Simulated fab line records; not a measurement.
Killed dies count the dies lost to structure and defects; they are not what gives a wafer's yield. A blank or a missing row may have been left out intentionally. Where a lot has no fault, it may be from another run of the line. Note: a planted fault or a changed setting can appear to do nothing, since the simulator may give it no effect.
A struck lot beside a sound one -- flow rit_cmos -- 16 out of 202 route steps
Sound: the wafers L228.4, L228.5, L228.6. Wafers struck: L245.2, L245.4, L245.6. The cause is named last.
Order at every step that has rows: each side's tool, ch and its chambers, its first start. Under that, the readings that differ: sound wafers -- struck wafers -- difference of the means -- sigmas: that difference in standard deviations of wafers without a fault.
alike: same words and numbers on both sides, and readings whose means sit less than 2 such deviations apart. not compared: any withheld reading, any reading some wafer has no value for, any bound like >300 that may hide the same value, and any number with overlapping values for which the record gives no deviation.
The two part at a step that has a row with sigmas, a row that says differs or no value, or rows on one side only. Numbers that don't overlap but have no deviation are shown without sigmas and don't part them. Lack of a reading on every wafer of one side parts them only where that side has two or more wafers.

first, 4 steps without rows for these wafers: RIT_PLDD_SOFTBAKE_02 (time 60 s); RIT_PLDD_EXPOSE_03 (exposes mask M8, target cd 40900 nm); RIT_PLDD_PEB_04; RIT_PLDD_DEVELOP_05 (develop time 50 s).
RIT_PLDD_OVL_MEAS_06:
  sound on overlay-02 at day 3 10:17; struck on overlay-02 at day 7 04:53
  alike: PLDD_OVL
then, 2 steps without rows for these wafers: RIT_PLDD_HARDBAKE_07 (time 60 s); RIT_PLDD_IMPLANT_08.
RIT_PLDD_STRIP_09: strips in O2, time 180 s.
  sound on plasma_asher-03 ch 0,1, day 3 10:45; struck on plasma_asher-03 ch 0, day 7 05:16
  alike: drypump_motor_current_A, o2_flow_sccm
  not compared: rf_hours_counter_h
RIT_PLDD_TW_MEAS_10:
  sound on film_metro-04 at day 3 10:53; struck on film_metro-02 at day 7 05:27
reading,sound,struck,difference,sigmas
PLDD_TW,2329 2333 2319,2366 2368 2366,+40,+3
then, 3 steps without rows for these wafers: RIT_SPACER_CLEAN_00 (cleans in SC1, time 600 s); RIT_SPACER_CLEAN_01 (cleans in dHF, time 30 s); RIT_SPACER_CLEAN_02 (cleans in SC2, time 600 s).
RIT_SPACER_CVD_03: deposits Si3N4 from SiH2Cl2/NH3, target thk 250 nm, time 3300 s.
  sound on lpcvd-01 ch 1, day 3 11:32; struck on lpcvd-02 ch 1, day 7 05:53
reading,sound,struck,difference,sigmas
spike_tc_centre_C (C),813.5 812.6 812.1,858.4 858.1 856.2,+44.8,+41
spike_tc_load_C (C),832.3 835.5 835.3,877.3 879.4 880.3,+44.6,+28
spike_tc_source_C (C),828.2 829.3 829.4,877.3 876.2 878.8,+48.5,+35
susceptor_temp_C (C),810.5 809.9 810.4,855.1 855.4 855.4,+45.0,+99 or more
zone_power_source_pct (%),21.4 21.4 21.4,26.6 26.1 26.3,+4.9,+6
model.Si3N4_of_SPACER_CVD_03.thk_nm (nm),247.7 248.3 248,411.6 408.2 407.2,+161.0,
RIT_SPACER_THK_MEAS_04:
  sound on film_metro-02 at day 3 13:29; struck on film_metro-03 at day 7 07:49
reading,sound,struck,difference,sigmas
SPACER_NITRIDE_THK (nm),247.9 248.1 248.0,411.2 408.0 407.6,+160.9,+60
RIT_SPACER_ETCHBACK_05: etches Si3N4 in SF6/CHF3, stops on SiO2, target depth 250 nm, time 240 s.
  sound on rie_diel-04 ch 0,1, day 3 13:31; struck on rie_diel-04 ch 1,2, day 7 07:52
reading,sound,struck,difference,sigmas
oes_product_au (a.u.),0.815 0.817 0.833,0.987 0.953 0.962,+0.146,+9
model.Si3N4_of_SPACER_CVD_03.thk_nm (nm),195.9 196.3 195.1,322.7 322.2 321.2,+126.3,
model.etch.depth_nm (nm),247.7 248.3 248,312.4 304.6 305.5,+59.5,
  alike: drypump_motor_current_A, throttle_valve_pct
  not compared: rf_hours_counter_h
RIT_M1_PROBE_99:
  sound on prober-02 at day 4 02:28; struck on prober-02 at day 7 20:49
reading,sound,struck,difference,sigmas
killed_at_front_end,5 19 12,264 264 264,+252,+79
killed_dies,5 19 12,264 264 264,+252,+79
killed_on_rim,0 6 2,70 70 70,+67,+45
killed_short,5 9 7,4 1 3,-4,-2
  alike: killed_open

== WHERE THEY PART ==
At RIT_PLDD_TW_MEAS_10 first; at RIT_M1_PROBE_99 last (within this record only).

WHY: whatever the simulator had introduced
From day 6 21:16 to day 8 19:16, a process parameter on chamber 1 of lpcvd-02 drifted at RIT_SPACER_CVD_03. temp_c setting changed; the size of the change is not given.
